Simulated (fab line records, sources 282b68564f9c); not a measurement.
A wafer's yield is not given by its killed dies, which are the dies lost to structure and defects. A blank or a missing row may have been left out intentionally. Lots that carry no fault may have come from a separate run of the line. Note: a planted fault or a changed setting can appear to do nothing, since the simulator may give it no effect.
A sampling plan put to the test | flow rit cmos | each of the 15 faults these records tell of, on one fab line, judged from the records of the lots it struck
Plan = the line's own looks (route steps where a gauge or an inspection reads the wafer without altering it). Where struck wafers have a number at a look and the file lists that look's usual mean and standard deviation on fault-free wafers, the look can be judged. Caught: a look later than the fault's first step finds the struck wafers' mean 4 or more of those standard deviations (sigma) from the usual mean. On the tool: the test repeated on the tool's own readings taken at the fault's steps. Also counted as caught: the struck wafers showing another recipe, or a record that is empty for them alone.

== THE FAULTS, as the simulator had put them in ==
1. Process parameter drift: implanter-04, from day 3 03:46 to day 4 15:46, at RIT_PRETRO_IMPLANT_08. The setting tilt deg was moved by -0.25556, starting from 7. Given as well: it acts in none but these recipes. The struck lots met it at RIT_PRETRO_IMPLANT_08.
2. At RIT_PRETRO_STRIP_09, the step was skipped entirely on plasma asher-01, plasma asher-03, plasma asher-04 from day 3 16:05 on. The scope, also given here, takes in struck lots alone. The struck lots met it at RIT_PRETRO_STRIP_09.
3. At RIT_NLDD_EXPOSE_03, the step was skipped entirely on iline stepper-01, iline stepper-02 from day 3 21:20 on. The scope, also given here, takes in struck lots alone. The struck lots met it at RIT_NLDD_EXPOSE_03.
4. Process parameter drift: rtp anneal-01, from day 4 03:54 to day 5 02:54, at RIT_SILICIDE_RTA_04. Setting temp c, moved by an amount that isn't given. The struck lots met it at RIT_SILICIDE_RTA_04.
5. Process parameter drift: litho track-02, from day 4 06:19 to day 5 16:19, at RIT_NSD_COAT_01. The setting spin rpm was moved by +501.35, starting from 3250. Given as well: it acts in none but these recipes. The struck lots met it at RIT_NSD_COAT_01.
6. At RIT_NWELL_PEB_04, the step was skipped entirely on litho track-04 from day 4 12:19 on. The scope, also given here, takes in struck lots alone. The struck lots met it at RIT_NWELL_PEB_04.
7. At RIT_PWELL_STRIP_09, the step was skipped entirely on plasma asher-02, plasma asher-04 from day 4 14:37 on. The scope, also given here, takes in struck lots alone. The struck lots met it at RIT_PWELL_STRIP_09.
8. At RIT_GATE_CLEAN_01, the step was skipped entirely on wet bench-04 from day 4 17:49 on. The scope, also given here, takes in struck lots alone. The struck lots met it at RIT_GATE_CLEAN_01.
9. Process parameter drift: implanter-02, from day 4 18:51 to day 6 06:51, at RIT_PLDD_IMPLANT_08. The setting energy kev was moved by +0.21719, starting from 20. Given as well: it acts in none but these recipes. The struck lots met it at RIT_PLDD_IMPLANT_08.
10. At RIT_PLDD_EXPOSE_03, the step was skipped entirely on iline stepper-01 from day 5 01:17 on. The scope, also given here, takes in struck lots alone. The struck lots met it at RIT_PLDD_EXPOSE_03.
11. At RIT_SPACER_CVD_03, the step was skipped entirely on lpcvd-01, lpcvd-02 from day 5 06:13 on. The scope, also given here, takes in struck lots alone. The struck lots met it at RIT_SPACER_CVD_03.
12. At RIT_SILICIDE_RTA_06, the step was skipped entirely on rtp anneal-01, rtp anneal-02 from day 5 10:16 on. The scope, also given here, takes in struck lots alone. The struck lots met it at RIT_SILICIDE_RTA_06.
13. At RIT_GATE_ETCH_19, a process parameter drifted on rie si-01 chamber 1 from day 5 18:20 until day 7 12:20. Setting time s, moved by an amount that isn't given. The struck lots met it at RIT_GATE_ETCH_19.
14. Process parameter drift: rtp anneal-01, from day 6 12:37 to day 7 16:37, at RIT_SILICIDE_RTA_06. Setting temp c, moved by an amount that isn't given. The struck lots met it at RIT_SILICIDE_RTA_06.
15. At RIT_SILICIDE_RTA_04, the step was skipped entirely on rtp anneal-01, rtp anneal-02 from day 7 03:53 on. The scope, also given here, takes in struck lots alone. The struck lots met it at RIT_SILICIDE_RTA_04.

== WHAT THE PLAN SAW ==
fault | on the tool itself                               | first look that catches it     | reading, sigma | median hours from its first step to that look | hours from the fault's start to the first struck lot there | judged looks passed uncaught
1     | tilt deg -13 sigma                               | no look after it can be judged | -              | -                                             | -                                                          | 0
2     | the tool's record is blank for the struck wafers | no look after it can be judged | -              | -                                             | -                                                          | 0
3     | no reading that can be judged                    | no look after it can be judged | -              | -                                             | -                                                          | 0
4     | wafer_temp_C_max +6.6 sigma                      | no look after it can be judged | -              | -                                             | -                                                          | 0
5     | spin speed rpm +99 or beyond sigma               | no look after it can be judged | -              | -                                             | -                                                          | 0
6     | no reading that can be judged                    | no look after it can be judged | -              | -                                             | -                                                          | 0
7     | the tool's record is blank for the struck wafers | no look after it can be judged | -              | -                                             | -                                                          | 0
8     | the tool's record is blank for the struck wafers | no look after it can be judged | -              | -                                             | -                                                          | 0
9     | beam energy keV +36 sigma                        | no look after it can be judged | -              | -                                             | -                                                          | 0
10    | no reading that can be judged                    | no look after it can be judged | -              | -                                             | -                                                          | 0
11    | the tool's record is blank for the struck wafers | no look after it can be judged | -              | -                                             | -                                                          | 0
12    | the tool's record is blank for the struck wafers | no look after it can be judged | -              | -                                             | -                                                          | 0
13    | run length s +39 sigma                           | no look after it can be judged | -              | -                                             | -                                                          | 0
14    | wafer_temp_C_max -82 sigma                       | no look after it can be judged | -              | -                                             | -                                                          | 0
15    | the tool's record is blank for the struck wafers | no look after it can be judged | -              | -                                             | -                                                          | 0
A dash: the fault isn't caught, or these records don't give the number.

Caught at a look: 0 of 15. Caught on the tool: 12 of 15. By one or the other: 12 of 15.
Faults caught by the tool alone: 1, 2, 4, 5, 7, 8, 9, 11, 12, 13, 14, 15.
Caught by neither: faults 3, 6, 10.
